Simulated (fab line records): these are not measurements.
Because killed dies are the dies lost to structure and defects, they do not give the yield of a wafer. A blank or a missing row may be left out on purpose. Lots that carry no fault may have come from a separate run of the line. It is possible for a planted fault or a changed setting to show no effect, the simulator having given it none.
Struck lot and sound lot, side by side :: flow rit_cmos :: 15 steps out of a route of 202
Sound: these wafers, L908.2, L908.4, L908.6. Wafers struck: L902.4, L902.5, L902.6. Last of all comes the cause.
For every step that has rows: the tool of each side, followed by ch and its chambers, followed by its first start. Under that, the readings that differ: sound wafers :: struck wafers :: difference of the means :: sigmas: that difference in standard deviations of wafers without a fault.
alike: same words and numbers on both sides, and readings whose means sit less than 2 such deviations apart. not compared: any withheld reading, any reading some wafer has no value for, any bound like >300 that may hide the same value, and any number with overlapping values for which the record gives no deviation.
Wherever a step has rows on one side only, a row that says differs or no value, or a row with sigmas, the two part there. Non-overlapping numbers with no deviation appear without sigmas and do not part them. A reading that every wafer of one side lacks parts them only if that side has two wafers or more.

first, 2 steps without rows for these wafers: RIT_NRETRO_HARDBAKE_07 (time 120 s); RIT_NRETRO_IMPLANT_08.
RIT_NRETRO_STRIP_09: strips in O2, time 180 s.
  sound on plasma_asher-03 ch 0,1, day 5 03:15; struck on plasma_asher-02 ch 0,1, day 3 19:19
  alike: drypump_motor_current_A, rf_refl_power_W
  not compared: rf_hours_counter_h
RIT_NRETRO_TW_MEAS_10:
  sound on film_metro-01 at day 5 03:26; struck on film_metro-03 at day 3 19:27
  alike: NRETRO_TW
then, 6 steps without rows for these wafers: RIT_PRETRO_HMDS_00 (prime time 60 s); RIT_PRETRO_COAT_01 (resist thk 1300 nm); RIT_PRETRO_SOFTBAKE_02 (time 60 s); RIT_PRETRO_EXPOSE_03 (exposes mask M5, target cd 43700 nm); RIT_PRETRO_PEB_04; RIT_PRETRO_DEVELOP_05 (develop time 68 s).
RIT_PRETRO_OVL_MEAS_06:
  sound on overlay-02 at day 5 04:26; struck on overlay-02 at day 3 20:23
  alike: PRETRO_OVL
then, 1 step without rows for these wafers: RIT_PRETRO_HARDBAKE_07 (time 120 s).
RIT_PRETRO_IMPLANT_08:
  sound on implanter-04 ch 0, day 5 04:44; struck on implanter-03 ch 0, day 3 20:43
reading: beam_energy_keV
sound: 45.001 44.986 44.984
struck: 50.322 50.309 50.310
difference: +5.323
sigmas: +99 or more

reading: model.implant.rp_nm (nm)
sound: 143.2 143.2 143.2
struck: 162.4 162.4 162.4
difference: +19.2
sigmas: 

reading: model.implant.drp_nm (nm)
sound: 55.07 55.07 55.07
struck: 58.77 58.77 58.77
difference: +3.70
sigmas: 
RIT_PRETRO_STRIP_09: strips in O2, time 180 s.
  sound on plasma_asher-04 ch 0,1, day 5 04:52; struck on plasma_asher-01 ch 0,1, day 3 20:52
  alike: drypump_motor_current_A, rf_refl_power_W
  not compared: rf_hours_counter_h
RIT_M1_PROBE_99:
  sound on prober-02 at day 6 08:58; struck on prober-02 at day 5 02:23
reading: model.etest.nmos_narrow.drive_ua_um
sound: 208.3 210 210.4
struck: 246.1 242.1 242.2
difference: +33.9
sigmas: 

reading: model.etest.nmos_0p3.drive_ua_um
sound: 212.6 213.2 214.2
struck: 246.1 241.8 239.7
difference: +29.2
sigmas: 

reading: model.etest.nmos_0p3.off_log10_a_um
sound: -13.28 -13.08 -13.09
struck: -12.88 -12.75 -12.82
difference: +0.33
sigmas: 

reading: model.etest.gate_end_array.leak_log10_a_um
sound: -13.12 -12.91 -12.86
struck: -12.72 -12.41 -12.71
difference: +0.35
sigmas: 

reading: model.etest.nmos_narrow.off_log10_a_um
sound: -13.3 -13.28 -13.29
struck: -13 -13.08 -13.12
difference: +0
sigmas: 

reading: model.etest.cap_n_gate.c_min_ff_um2
sound: 2.368 2.376 2.377
struck: 2.298 2.299 2.288
difference: -0.079
sigmas: 

reading: model.etest.nmos_0p15.vt_v (V)
sound: 0.4468 0.4348 0.4269
struck: 0.3623 0.3659 0.3671
difference: -0.0711
sigmas: 
  alike: killed_at_front_end, killed_dies, killed_open, killed_short
  not compared: model.etest.diode_nplus_pwell.bv_v

== WHERE THEY PART ==
At RIT_PRETRO_IMPLANT_08 and nowhere else, as far as this record goes. Later steps at which nothing parts them and some readings are alike: RIT_PRETRO_STRIP_09, RIT_M1_PROBE_99.

WHY: what had been put in by the simulator
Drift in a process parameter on implanter-03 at RIT_PRETRO_IMPLANT_08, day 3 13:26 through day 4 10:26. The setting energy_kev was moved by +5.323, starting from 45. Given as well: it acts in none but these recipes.
